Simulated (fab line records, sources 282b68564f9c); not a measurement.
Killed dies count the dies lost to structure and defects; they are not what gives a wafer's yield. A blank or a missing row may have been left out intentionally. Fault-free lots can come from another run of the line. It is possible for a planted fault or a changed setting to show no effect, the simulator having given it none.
Which tool is to blame? -- flow rit_cmos -- 6 lots, 18 wafers sampled, at 2 steps of a route of 202

WHAT EACH GAUGE READ, for each wafer
RIT_M1_RS_MEAS_01: measures by four-point-probe.
lot,measured,on,M1_AL_RS (ohm/sq)
L306,day 3 17:34,film_metro-02,0.0738 0.0737 0.0737
L311,day 4 15:50,film_metro-03,0.0745 0.0740 0.0740
L313,day 5 02:42,film_metro-02,0.0747 0.0739 0.0741
L316,day 5 17:41,film_metro-03,0.0729 0.0733 0.0734
L318,day 6 05:45,film_metro-02,0.0733 0.0733 0.0731
L324,day 7 13:26,film_metro-04,0.0699 0.0740 0.0742

TOOL THAT RAN EACH LOT (tool first, then ch and the chambers of the sampled wafers, then the start)
lot,RIT_M1_SPUTTER_00
L306,"pvd_sputter-02, day 3 17:15"
L311,"pvd_sputter-02, day 4 15:31"
L313,"pvd_sputter-02, day 5 02:23"
L316,"pvd_sputter-04, day 5 17:22"
L318,"pvd_sputter-03, day 6 05:25"
L324,"pvd_sputter-02, day 7 13:08"
- RIT_M1_SPUTTER_00: material Al, target thk 400 nm, time 500 s.

THE ANSWER, worked out from the rows above alone
Rule: the usual values come from the lots themselves. The widest of any qualifying gaps counts: lots, ordered by their means at a reading, are off when they make up no more than a third of the lots, leave a main group of 4 or more, and stand apart from it by 3 or more times the standard deviation of that group's means. If all means in a main group match to the digits the tables above print for the reading, that group is not used. Also off: a lot with no number at a reading for which 4 or more lots have one. The other lots that the step has rows for count as sound.
No lot is off on any of the readings shown, so nothing can be concluded from this.

WHAT WAS PUT IN BY THE SIMULATOR
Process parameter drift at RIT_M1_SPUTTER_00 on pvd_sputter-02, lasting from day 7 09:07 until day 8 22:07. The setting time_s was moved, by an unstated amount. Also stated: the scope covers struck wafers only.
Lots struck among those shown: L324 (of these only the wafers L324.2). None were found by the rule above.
